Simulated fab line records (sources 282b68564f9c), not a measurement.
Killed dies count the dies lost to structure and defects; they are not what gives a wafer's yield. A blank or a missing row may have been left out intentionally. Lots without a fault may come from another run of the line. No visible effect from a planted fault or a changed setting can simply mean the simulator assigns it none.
A struck lot beside a sound one + flow rit-cmos + 28 out of 202 route steps
Sound: these wafers, L645.3, L645.5, L645.6. Wafers L648.4, L648.5, L648.6 were the ones struck. The cause comes at the end.
At each step with rows: each side's tool, then ch and its chambers, then its first start. Under that, the readings that differ: sound wafers + struck wafers + difference of the means + sigmas: that difference in standard deviations of wafers without a fault.
alike: same words and numbers on both sides, and readings whose means sit less than 2 such deviations apart. not compared: any withheld reading, any reading some wafer has no value for, any bound like >300 that may hide the same value, and any number with overlapping values for which the record gives no deviation.
A row with sigmas, a row that says differs or no value, or rows on one side alone: a step with any of these is where the two part. When numbers do not overlap yet have no deviation, they are printed without sigmas and do not part them. A reading missing from all wafers of one side parts the sides only when that side holds two or more wafers.

RIT_SDANNEAL_RTA_03: time 5 s.
  sound on rtp-anneal-02 ch 0, day 5 17:57; struck on rtp-anneal-01 ch 0, day 6 07:09
  alike: chamber-o2-ppm, wafer_temp_C_max
RIT_SDANNEAL_RS_MEAS_04: the measuring method here is four-point-probe.
  sound: film-metro-04 at day 5 18:02; struck: film-metro-03 at day 6 07:14
  alike: PSD_RS
RIT_SDANNEAL_RS_MEAS_05: the measuring method here is four-point-probe.
  sound: film-metro-04 at day 5 18:09; struck: film-metro-03 at day 6 07:22
  alike: NSD_RS
RIT_SDANNEAL_RS_MEAS_06: the measuring method here is four-point-probe.
  sound: film-metro-04 at day 5 18:16; struck: film-metro-03 at day 6 07:29
  alike: PLDD_RS
RIT_SDANNEAL_RS_MEAS_07: the measuring method here is four-point-probe.
  sound: film-metro-04 at day 5 18:23; struck: film-metro-03 at day 6 07:36
  alike: NLDD_RS
then, 1 step without rows for these wafers: RIT_SILICIDE_WET_ETCH_00 (etches SiO2 in BOE, target depth 14 nm, time 15 s).
RIT_SILICIDE_SPUTTER_01: material Ti, target thk 30 nm, time 240 s.
  sound: pvd-sputter-01 at day 5 18:29; struck: pvd-sputter-04 at day 6 07:40
  alike: throttle-valve-pct
RIT_SILICIDE_RS_MEAS_02: the measuring method here is four-point-probe.
  sound: film-metro-02 at day 5 18:40; struck: film-metro-01 at day 6 07:53
  alike: SILICIDE_TI_RS
RIT_SILICIDE_THK_MEAS_03: measures by xrf.
  sound: film-metro-02 at day 5 18:46; struck: film-metro-01 at day 6 07:58
  alike: SILICIDE_TI_THK
RIT_SILICIDE_RTA_04: time 10 s, ramp up 5 s, ramp down 5 s.
  sound on rtp-anneal-01 ch 0, day 5 18:50; struck on rtp-anneal-02 ch 0, day 6 08:02
  alike: chamber-o2-ppm, wafer_temp_C_max
then, 1 step without rows for these wafers: RIT_SILICIDE_WET_ETCH_05 (etches Ti in SPM, time 120 s).
RIT_SILICIDE_RTA_06: time 10 s, ramp up 5 s, ramp down 10 s.
  sound on rtp-anneal-02 ch 0, day 5 18:56; struck on rtp-anneal-01 ch 0, day 6 08:09
| reading          | sound             | struck            | difference | sigmas |
|------------------|-------------------|-------------------|------------|--------|
| wafer_temp_C_max | 755.4 755.5 755.0 | 752.5 752.9 752.9 | -2.5       | -2     |
  alike: chamber-o2-ppm
RIT_CONTACT_CVD_00: deposits SiO2 from TEOS, target thk 400 nm, time 61 s.
  sound on pecvd-02 ch 0,1, day 5 18:59; struck on pecvd-02 ch 0,1,2, day 6 08:25
  alike: heater-power-w
RIT_CONTACT_THK_MEAS_01:
  sound: film-metro-01 at day 5 19:04; struck: film-metro-03 at day 6 08:29
| reading               | sound       | struck      | difference | sigmas |
|-----------------------|-------------|-------------|------------|--------|
| CONTACT_TEOS_THK (nm) | 396 397 409 | 789 799 773 | +386       | +52    |
then, 6 steps without rows for these wafers: RIT_CONTACT_HMDS_02 (prime time 60 s); RIT_CONTACT_COAT_03 (resist thk 1000 nm); RIT_CONTACT_SOFTBAKE_04 (time 60 s); RIT_CONTACT_EXPOSE_05 (exposes mask M11, target cd 1000 nm); RIT_CONTACT_PEB_06; RIT_CONTACT_DEVELOP_07 (develop time 120 s).
RIT_CONTACT_CD_MEAS_08: the cd target is 1000 nm.
  sound: cd-sem-01 at day 5 20:14; struck: cd-sem-01 at day 6 09:32
  alike: cd-nm
RIT_CONTACT_OVL_MEAS_09:
  sound: overlay-02 at day 5 20:19; struck: overlay-01 at day 6 09:37
  alike: CONTACT_OVL
then, 1 step without rows for these wafers: RIT_CONTACT_HARDBAKE_10 (time 60 s).
RIT_CONTACT_ETCH_11: etches SiO2 in CHF3/CF4/Ar, stops on TiSi2, target depth 480 nm, time 320 s.
  sound on rie-diel-03 ch 1,2,3, day 5 20:30; struck on rie-diel-03 ch 0,1,2, day 6 09:47
| reading                             | sound           | struck            | difference | sigmas |
|-------------------------------------|-----------------|-------------------|------------|--------|
| model.CONTACT.feature-depth-nm (nm) | 396.1 397 408.2 | 474.7 489.1 492.2 | +84.9      |        |
| model.etch.depth-nm (nm)            | 396.1 397 408.2 | 474.7 489.1 492.2 | +84.9      |        |
  alike: drypump-motor-current-A, oes-product-au, throttle-valve-pct
  not compared: rf-hours-counter-h
RIT_CONTACT_STRIP_12: strips in O2, time 180 s.
  sound on plasma-asher-02 ch 0,1, day 5 20:45; struck on plasma-asher-04 ch 0,1, day 6 10:02
  alike: drypump-motor-current-A
  not compared: rf-hours-counter-h
RIT_CONTACT_CD_MEAS_90: the cd target is 1000 nm.
  sound: cd-sem-02 at day 5 20:55; struck: cd-sem-02 at day 6 10:13
  alike: cd-nm
RIT_CONTACT_CLEAN_13: cleans in SC1, time 600 s.
  sound on wet-bench-02 ch 2, day 5 20:59; struck on wet-bench-02 ch 3, day 6 10:16
| reading                                  | sound           | struck          | difference | sigmas |
|------------------------------------------|-----------------|-----------------|------------|--------|
| model.SiO2_of_CONTACT_CVD_00.thk-nm (nm) | 392.1 393 404.1 | 785.3 794.9 769 | +386.7     |        |
then, 1 step without rows for these wafers: RIT_CONTACT_CLEAN_14 (cleans in SC2, time 600 s).

WHERE THEY PART
Last at RIT_CONTACT_THK_MEAS_01 as far as this record goes, first at RIT_SILICIDE_RTA_06. Later steps at which nothing parts them and some readings are alike: RIT_CONTACT_CD_MEAS_08, RIT_CONTACT_OVL_MEAS_09, RIT_CONTACT_ETCH_11, RIT_CONTACT_STRIP_12, RIT_CONTACT_CD_MEAS_90.

WHY: the cause the simulator had injected
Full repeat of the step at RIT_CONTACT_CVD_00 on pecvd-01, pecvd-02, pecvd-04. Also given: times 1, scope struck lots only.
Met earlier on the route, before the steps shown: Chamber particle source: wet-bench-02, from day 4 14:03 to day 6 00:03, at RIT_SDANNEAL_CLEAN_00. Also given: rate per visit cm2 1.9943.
